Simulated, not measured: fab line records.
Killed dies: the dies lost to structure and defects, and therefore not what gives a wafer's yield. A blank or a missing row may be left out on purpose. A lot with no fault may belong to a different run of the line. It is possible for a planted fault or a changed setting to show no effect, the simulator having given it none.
Check for tools in common :: flow rit_cmos :: 27 wafers sampled across 9 lots

== THE REASON FOR OPENING IT ==
At RIT_GATE_THK_MEAS_09 the reading GATE_POLY_THK is flagged on 1 of 9 lots. Wafers without a fault read 249.6 nm, standard deviation 2.2.
Rule: flag the lot when none of its wafers has a number, or when each of its wafers that has one lies beyond 4 standard deviations from that mean. The rest of the lots are taken to be sound.

lot: L538
measured: day 2 11:55
on: film_metro-03
GATE_POLY_THK (nm), wafer by wafer: 248.6 248.0 246.3
flag: 

lot: L539
measured: day 2 16:03
on: film_metro-03
GATE_POLY_THK (nm), wafer by wafer: 248.9 251.1 250.7
flag: 

lot: L540
measured: day 2 20:41
on: film_metro-03
GATE_POLY_THK (nm), wafer by wafer: 252.0 249.6 251.1
flag: 

lot: L541
measured: day 3 02:17
on: film_metro-03
GATE_POLY_THK (nm), wafer by wafer: 250.0 250.7 248.2
flag: 

lot: L542
measured: day 3 08:05
on: film_metro-02
GATE_POLY_THK (nm), wafer by wafer: 248.1 246.4 246.6
flag: 

lot: L544
measured: day 3 18:29
on: film_metro-01
GATE_POLY_THK (nm), wafer by wafer: 243.8 247.8 246.4
flag: 

lot: L548
measured: day 4 13:37
on: film_metro-03
GATE_POLY_THK (nm), wafer by wafer: 120.2 121.2 120.8
flag: FLAGGED

lot: L553
measured: day 5 13:54
on: film_metro-01
GATE_POLY_THK (nm), wafer by wafer: 249.3 248.5 246.9
flag: 

lot: L557
measured: day 6 10:19
on: film_metro-02
GATE_POLY_THK (nm), wafer by wafer: 253.5 252.8 253.2
flag: 
The numbers of the flagged lots are 120.7 nm on average: -128.9 nm against the usual, or -59 standard deviations.

== EACH LOT AND THE TOOL IT RAN ON ==
The record keeps 1 process step preceding the reading, out of 202 steps on the route. Cell contents, in order: the tool; ch with the chambers the sampled wafers went through; the start.
lot: L538
flag: 
RIT_GATE_CVD_08: lpcvd-01 ch 0, day 2 10:19

lot: L539
flag: 
RIT_GATE_CVD_08: lpcvd-02 ch 1, day 2 14:25

lot: L540
flag: 
RIT_GATE_CVD_08: lpcvd-01 ch 1, day 2 19:04

lot: L541
flag: 
RIT_GATE_CVD_08: lpcvd-02 ch 0, day 3 00:41

lot: L542
flag: 
RIT_GATE_CVD_08: lpcvd-02 ch 0, day 3 06:28

lot: L544
flag: 
RIT_GATE_CVD_08: lpcvd-01 ch 1, day 3 16:51

lot: L548
flag: FLAGGED
RIT_GATE_CVD_08: lpcvd-02 ch 0, day 4 12:00

lot: L553
flag: 
RIT_GATE_CVD_08: lpcvd-01 ch 0, day 5 12:16

lot: L557
flag: 
RIT_GATE_CVD_08: lpcvd-01 ch 1, day 6 08:41
What the steps here do:
- RIT_GATE_CVD_08: deposits poly-Si from SiH4, target thk 250 nm, time 2220 s.
- RIT_GATE_THK_MEAS_09

== FLAGGED AGAINST TOTAL, ONE TOOL AT A TIME (gauges that did the reading follow at the end) ==
step: RIT_GATE_CVD_08
tool: lpcvd-01
lots run: 5
flagged: 0
share of the flagged lots: none
sound lots run after its first flagged lot: -

step: RIT_GATE_CVD_08
tool: lpcvd-02
lots run: 4
flagged: 1
share of the flagged lots: all
sound lots run after its first flagged lot: 0

step: RIT_GATE_THK_MEAS_09
tool: film_metro-01
lots run: 2
flagged: 0
share of the flagged lots: none
sound lots run after its first flagged lot: -

step: RIT_GATE_THK_MEAS_09
tool: film_metro-02
lots run: 2
flagged: 0
share of the flagged lots: none
sound lots run after its first flagged lot: -

step: RIT_GATE_THK_MEAS_09
tool: film_metro-03
lots run: 5
flagged: 1
share of the flagged lots: all
sound lots run after its first flagged lot: 0

== WHAT THE TABLE ALLOWS ==
lpcvd-02 at RIT_GATE_CVD_08 and film_metro-03 at RIT_GATE_THK_MEAS_09 are the 2 rows of the table that ran each flagged lot.
- lpcvd-02 at RIT_GATE_CVD_08: 1 of its 4 lots flagged. Its last sound lot is L542 (day 3 06:28), its first flagged lot L548 (day 4 12:00): a fault that began between those two fits. Its own readings lie more than 4 standard deviations out on every wafer of the flagged lots: sih4_flow_sccm.
- film_metro-03 at RIT_GATE_THK_MEAS_09: 1 of its 5 lots flagged. Its last sound lot is L541 (day 3 02:17), its first flagged lot L548 (day 4 13:37): a fault that began between those two fits.
These 2 tools cannot be told apart by counting lots, since each of them fits a fault that started at some hour. More lots, or a look at what each step does to the wafer, might.

== WHAT THE SIMULATOR PUT IN ==
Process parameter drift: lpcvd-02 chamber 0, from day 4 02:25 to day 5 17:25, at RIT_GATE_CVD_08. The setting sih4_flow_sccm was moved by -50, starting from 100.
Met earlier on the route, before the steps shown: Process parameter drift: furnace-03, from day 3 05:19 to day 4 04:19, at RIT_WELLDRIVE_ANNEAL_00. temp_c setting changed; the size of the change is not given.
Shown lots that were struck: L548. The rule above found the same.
